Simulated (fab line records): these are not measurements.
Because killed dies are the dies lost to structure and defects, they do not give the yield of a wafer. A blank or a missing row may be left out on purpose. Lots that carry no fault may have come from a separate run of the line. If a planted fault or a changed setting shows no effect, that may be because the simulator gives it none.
Split-lot experiment    flow berkeleyCmos170    23 wafers read across 5 lots, on a route 331 steps long

## THE SPLIT ITSELF
At UCB170_PWELL_IMPLANT_15, the setting energyKev was moved away from the recipe's 60 on 9 of the 23 wafers read, by -5.5% to +4.3%. The other wafers ran this setting at the recipe's value.

The split's own step is where the reading is taken.

## THE READING
The simulator's own value implant.drpNm, read by no gauge, in nm at UCB170_PWELL_IMPLANT_15. The file does not state a usual value for it.

wafer   tool, chamber at the split  energyKev as run  against the recipe  implant.drpNm, nm  against lot-mates on the recipe
L075.1  implanter-02, 0             62.56             +4.3%               66.13              +1.43
L075.2  implanter-02, 0             62.56             +4.3%               66.13              +1.43
L075.4  implanter-02, 0             62.56             +4.3%               66.13              +1.43
L075.5  implanter-02, 0             60                recipe              64.7               -
L075.6  implanter-02, 0             60                recipe              64.7               -
L078.1  implanter-01, 0             60.99             +1.6%               65.26              +0.56
L078.5  implanter-01, 0             60.99             +1.6%               65.26              +0.56
L078.6  implanter-01, 0             60.99             +1.6%               65.26              +0.56
L078.2  implanter-01, 0             60                recipe              64.7               -
L078.3  implanter-01, 0             60                recipe              64.7               -
L081.1  implanter-02, 0             56.73             -5.5%               62.79              -1.91
L081.3  implanter-02, 0             56.73             -5.5%               62.79              -1.91
L081.5  implanter-02, 0             56.73             -5.5%               62.79              -1.91
L081.2  implanter-02, 0             60                recipe              64.7               -
L081.4  implanter-02, 0             60                recipe              64.7               -
L080.1  implanter-01, 0             60                recipe              64.7               -
L080.3  implanter-01, 0             60                recipe              64.7               -
L080.6  implanter-01, 0             60                recipe              64.7               -
L083.1  implanter-02, 0             60                recipe              64.7               -
L083.2  implanter-02, 0             60                recipe              64.7               -
L083.3  implanter-02, 0             60                recipe              64.7               -
L083.4  implanter-02, 0             60                recipe              64.7               -
L083.5  implanter-02, 0             60                recipe              64.7               -

FIT RESULTS
A straight line over all 23 wafers: implant.drpNm changes by +0.344 nm for each +1% of energyKev; r = +1.00; the points scatter about the line by 0.016 nm.
The same after taking each lot's own level away (the mean of its wafers on the recipe; 23 wafers): +0.344 nm for each +1%; r = +1.00; scatter 0.016 nm.
According to that fit, moving energyKev by its largest amount changes the reading by 1.9 nm.
The lots' own levels span 64.700 to 64.700 nm.
Consequently the slope shifts little with the lot-to-lot level, the two slopes agreeing.
Check: -1.88 nm against its lot-mates is what the line predicts for one of the wafers moved furthest among these (-5.5%) when that wafer is left out of the fit. It came out at -1.91 nm against them.

## ADDITIONAL SPLITS CARRIED BY THESE WAFERS
These wafers also went through other splits before the reading. Each is held against what the fit with the lots' levels taken away leaves over:
other split on the same wafers     wafers away from the commonest value  r with implant.drpNm (lot level and that fit taken away)
UCB170_NWELL_IMPLANT_14 energyKev  8                                     -0.10

## THE WHOLE CHAIN: every reading that the file lists as answering this split, in the file's order
step                     what it does  reading                                                         change (the file's fit)                r (the file's)
UCB170_PWELL_IMPLANT_15                implant.rpNm (the simulator's own value, which no gauge read)   +1.96 nm for each +1% of the setting   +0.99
UCB170_PWELL_IMPLANT_15                implant.drpNm (the simulator's own value, which no gauge read)  +0.345 nm for each +1% of the setting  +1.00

## FILE'S OWN FIT
implant.drpNm changes by +0.345 nm for each +1% of energyKev, r = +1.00.
